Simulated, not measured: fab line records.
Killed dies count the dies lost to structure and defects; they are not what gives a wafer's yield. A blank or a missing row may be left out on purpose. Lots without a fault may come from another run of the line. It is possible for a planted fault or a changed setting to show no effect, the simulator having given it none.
2 desks, one fault :: flow berkeley cmos170 :: only its own numbers are on each desk; what lay behind them is given at the end

## AT THE TOOL OWNER'S DESK: furnace-02
At UCB170_NWELL_ANNEAL_03 (time 900 s), the tool's own readings, given per lot that ran on this tool as the mean of the sampled wafers with a number. Marked OUT: a lot whose mean sits more than 4 standard deviations from the usual mean, which makes it out of limits; the brackets give that distance.
Columns: A = spike tc centre C at UCB170_NWELL_ANNEAL_03, usual 1003.5 C; B = spike tc load C at UCB170_NWELL_ANNEAL_03, usual 1028.8 C; C = zone power source pct at UCB170_NWELL_ANNEAL_03, usual 33.5 %
lot: L956
first seen here: day 2 00:53
A: 1003.7
B: 1028.0
C: 30.9

lot: L959
first seen here: day 2 20:09
A: 1005.1
B: 1028.9
C: 31.1

lot: L960
first seen here: day 2 20:09
A: 1003.7
B: 1028.8
C: 31.4

lot: L961
first seen here: day 3 04:04
A: 1003.0
B: 1028.5
C: 31.3

lot: L963
first seen here: day 3 13:45
A: 1004.7
B: 1028.6
C: 31.2

lot: L978
first seen here: day 6 19:22
A: 1003.5
B: 1028.0
C: 30.9

lot: L979
first seen here: day 6 19:22
A: 1002.9
B: 1027.7
C: 31.3
This desk's finding: nothing out of limits on any of the 7 lots.

## FROM THE METROLOGY DESK
Lot by lot, what the gauges showed, no matter which tool ran the lot: averages of those sampled wafers that carry a number. Marked OUT: a lot whose mean sits more than 4 standard deviations from the usual mean, which makes it out of limits; the brackets give that distance.
Columns: A = PWELL_TW at UCB170_PWELL_TW_MEAS_17, usual 380; B = PVT_TW at UCB170_PVT_TW_MEAS_09, usual 504
lot: L956
first seen here: day 3 07:39
A: 380
B: 514

lot: L957
first seen here: day 3 09:11
A: 373
B: 498

lot: L959
first seen here: day 3 16:07
A: 381
B: 498

lot: L958
first seen here: day 3 16:08
A: 380
B: 513

lot: L960
first seen here: day 3 16:23
A: 381
B: 504

lot: L961
first seen here: day 4 05:27
A: 381
B: 498

lot: L962
first seen here: day 4 10:02
A: 381
B: 498

lot: L963
first seen here: day 4 14:42
A: 380
B: 506

lot: L976
first seen here: day 7 15:55
A: 376
B: 512

lot: L977
first seen here: day 7 15:59
A: 379
B: 514

lot: L978
first seen here: day 7 21:38
A: 375
B: 503

lot: L979
first seen here: day 7 22:17
A: 385
B: 497
This desk's finding: nothing out of limits on any of the 12 lots.

## BROUGHT TOGETHER
Nothing out of limits was seen by the tool owner's desk.
Nothing out of limits was seen by the metrology desk.

## WHAT HAD BEEN PUT IN BY THE SIMULATOR
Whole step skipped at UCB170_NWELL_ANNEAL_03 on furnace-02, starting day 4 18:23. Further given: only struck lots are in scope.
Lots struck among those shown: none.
